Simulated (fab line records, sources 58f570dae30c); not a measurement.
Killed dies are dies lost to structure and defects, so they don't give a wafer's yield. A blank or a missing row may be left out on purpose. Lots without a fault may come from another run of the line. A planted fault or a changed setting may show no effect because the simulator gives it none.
Problem report in the 8D (eight disciplines) form, filled by code | flow berkeley_cmos170 | the parts of the form that need people (team, actions taken, sign-off) are left out

1. THE PROBLEM
PWELL_TW at UCB170_PWELL_TW_MEAS_17 reads a mean of 429 on 6 wafers of 2 lots; wafers without a fault read 375 with a standard deviation of 3.1. That is +17 standard deviations from the usual mean.
First seen on wafer L873.2, day 5 21:46, on film_metro-04. The record holds 42 wafers of 14 lots with a number at this step. Rule for "out", or "out of limits": more than 4 standard deviations from the usual mean. The other wafers with a number count as sound.

2. WHAT IT IS AND WHAT IT IS NOT
question                    | is                           | is not
which readings at this step | PWELL_TW                     | -
which lots                  | L873, L875                   | L859, L860, L861, L863, L866, L867, L869, L871, L872, L876, L878, L880
which wafers of those lots  | all that have a number       | -
read on which gauges        | film_metro-03, film_metro-04 | film_metro-02
when                        | from day 5 21:46             | up to then (27 sound wafers); but 9 sound wafers of L876, L878, L880 came after

3. SUSPECTS, AND WHAT RULES EACH OUT
Counting: a tool at a process step up to the reading stays a suspect if it ran every lot that is out and no sound lot after the first of them.
- the gauge at UCB170_PWELL_TW_MEAS_17: ruled out. The wafers that are out were read on 2 gauges (film_metro-03, film_metro-04).
- implanter-02 at UCB170_PWELL_IMPLANT_15: kept. It ran every lot that is out, first L873 (day 5 21:32), and no sound lot after that; its last sound lot up to then is L872 (day 5 17:41). Its own readings are out on those wafers: dose_ions_cm2, faraday_current_uA.
Left after counting: implanter-02 at UCB170_PWELL_IMPLANT_15.

4. THE CAUSE (what the simulator had put in)
Process parameter drift: implanter-02, from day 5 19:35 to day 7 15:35, at UCB170_PWELL_IMPLANT_15. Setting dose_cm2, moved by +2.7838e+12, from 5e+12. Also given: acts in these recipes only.
Counting left only this tool.

5. THE CHAIN OF EFFECTS, in route order
Each row: a reading whose mean over the struck wafers that have a number lies more than 3 standard deviations from the usual. Only readings for which the record gives a usual standard deviation are gone through. hours: the time from each lot's start at the first step in this table that gives one to its start at this step, as a median over the lots. sigmas: the change in usual standard deviations.
hours | step                    | reading            | usual     | on struck wafers | change     | sigmas
0     | UCB170_PWELL_IMPLANT_15 | dose_ions_cm2      | 5.001e+12 | 7.784e+12        | +2.782e+12 | +99 or more
0     | UCB170_PWELL_IMPLANT_15 | faraday_current_uA | 15.8      | 24.5             | +8.7       | +24
0     | UCB170_PWELL_TW_MEAS_17 | PWELL_TW           | 375       | 429              | +54        | +17
The process steps in it:
- UCB170_PWELL_IMPLANT_15
Later measuring or inspecting steps at which every struck wafer that the step has a row for has a number for every such reading, and none has moved that far: UCB170_ACTIVE_CD_MEAS_13, UCB170_PSD_OVL_MEAS_07.

6. WHAT WOULD HAVE CAUGHT IT SOONER
In this record the first reading out of limits at a measuring or inspecting step was taken at day 5 21:46, 2 hours after the fault began at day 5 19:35.
The tool's own readings at UCB170_PWELL_IMPLANT_15 were out on every struck wafer that the step has a row for (dose_ions_cm2, faraday_current_uA): an alarm limit on them would have fired on the first of those.
Of the lots that are out (2), L875 began UCB170_PWELL_IMPLANT_15 on implanter-02 after day 5 21:46. A hold on the tool at that time would have spared it.
